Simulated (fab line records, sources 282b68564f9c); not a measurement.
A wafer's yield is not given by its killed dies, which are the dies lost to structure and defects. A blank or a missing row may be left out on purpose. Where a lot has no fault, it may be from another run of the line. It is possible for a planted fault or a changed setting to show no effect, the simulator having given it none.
What tool caused it?    flow rit-cmos    42 wafers from 14 lots sampled at 3 of the route's 202 steps

## WHAT THE GAUGES READ, wafer by wafer
RIT_NLDD_TW_MEAS_10. Usual: for NLDD_TW the level is 2490 and the standard deviation is 20.
lot   measured     on             NLDD_TW         flag
L888  day 2 20:22  film-metro-04  2498 2503 2501  
L890  day 3 06:30  film-metro-04  2512 2497 2497  
L892  day 3 17:10  film-metro-03  2934 2928 2950  OFF
L893  day 3 20:34  film-metro-04  2513 2502 2515  
L900  day 5 10:42  film-metro-04  2977 2972 2963  OFF
L902  day 5 21:29  film-metro-03  2499 2495 2506  
L904  day 6 07:49  film-metro-01  2459 2463 2460  
L905  day 6 12:55  film-metro-04  2513 2506 2515  
L906  day 6 15:22  film-metro-03  2497 2483 2485  
L907  day 6 18:01  film-metro-01  2464 2474 2477  
L908  day 7 03:39  film-metro-01  2473 2461 2454  
L909  day 7 06:58  film-metro-03  2509 2512 2498  
L910  day 7 10:59  film-metro-01  2458 2447 2457  
L911  day 7 18:30  film-metro-01  2465 2467 2471  

RIT_SDANNEAL_RS_MEAS_07: measures by four-point-probe. Usual: for NLDD_RS the level is 151.5 ohm/sq and the standard deviation is 0.43.
lot   measured     on             NLDD_RS (ohm/sq)   flag
L888  day 3 04:23  film-metro-03  151.2 151.3 151.1  
L890  day 3 14:23  film-metro-04  151.1 151.4 151.1  
L892  day 4 01:10  film-metro-03  86.8 86.8 86.9     OFF
L893  day 4 04:20  film-metro-03  151.7 152.1 151.6  
L900  day 5 19:40  film-metro-01  86.3 86.4 86.4     OFF
L902  day 6 05:46  film-metro-01  152.4 151.6 151.3  
L904  day 6 15:58  film-metro-01  152.1 151.4 151.6  
L905  day 6 20:47  film-metro-04  151.2 151.2 151.4  
L906  day 6 23:10  film-metro-01  152.3 151.7 152.3  
L907  day 7 02:13  film-metro-04  151.1 151.4 151.2  
L908  day 7 11:41  film-metro-03  150.9 152.1 151.3  
L909  day 7 14:37  film-metro-01  151.6 151.6 151.4  
L910  day 7 19:05  film-metro-03  151.1 151.7 151.5  
L911  day 8 02:28  film-metro-03  151.4 150.5 150.9  

## WHICH TOOL RAN EACH LOT (tool, then ch and the chambers of the sampled wafers, then the start)
lot   RIT_NLDD_IMPLANT_08
L888  implanter-01 ch 0, day 2 20:02
L890  implanter-01 ch 0, day 3 06:11
L892  implanter-01 ch 0, day 3 16:23
L893  implanter-01 ch 0, day 3 20:15
L900  implanter-03 ch 0, day 5 10:05
L902  implanter-03 ch 0, day 5 21:10
L904  implanter-01 ch 0, day 6 07:29
L905  implanter-04 ch 0, day 6 12:36
L906  implanter-01 ch 0, day 6 15:04
L907  implanter-04 ch 0, day 6 17:42
L908  implanter-01 ch 0, day 7 03:19
L909  implanter-03 ch 0, day 7 06:41
L910  implanter-03 ch 0, day 7 10:40
L911  implanter-01 ch 0, day 7 18:11
- RIT_NLDD_IMPLANT_08

## AS READ BY THE TOOLS THEMSELVES (means over the sampled wafers that have a number; for cases with no such wafer, the mark the record gives instead)
RIT_NLDD_IMPLANT_08. Usual: beam-on-s reads 10.00 s (standard deviation 0.2).
lot   tool          beam-on-s (s)  flag
L888  implanter-01  9.90           
L890  implanter-01  9.97           
L892  implanter-01  9.96           
L893  implanter-01  9.92           
L900  implanter-03  9.97           
L902  implanter-03  9.79           
L904  implanter-01  10.07          
L905  implanter-04  10.12          
L906  implanter-01  9.76           
L907  implanter-04  10.05          
L908  implanter-01  9.99           
L909  implanter-03  10.09          
L910  implanter-03  10.11          
L911  implanter-01  10.01          

## THE ANSWER, worked out from the rows above alone
Rule: a lot is off if the mean of its wafers that have a number lies more than 3 standard deviations from the usual mean. Also off: a lot with no number at a reading for which 4 or more lots have one. Where the step has rows for the other lots, those lots are counted as sound. The gauges are gone through in route order, then the tools' own readings, and for those a lot's mean is taken as printed above. At the first step where some lot is off, the reading lying furthest off is the one used; lots without a number count as furthest.
Off: L892, L900, seen at RIT_NLDD_TW_MEAS_10 (NLDD_TW).
If a tool, at a process step before that reading, ran all the lots that are off and no sound lot after the first of them, it fits. Those tools and the gauges at RIT_NLDD_TW_MEAS_10 are tried in the same way. No candidate that was tried fits.

## WHAT THE SIMULATOR HAD PUT IN
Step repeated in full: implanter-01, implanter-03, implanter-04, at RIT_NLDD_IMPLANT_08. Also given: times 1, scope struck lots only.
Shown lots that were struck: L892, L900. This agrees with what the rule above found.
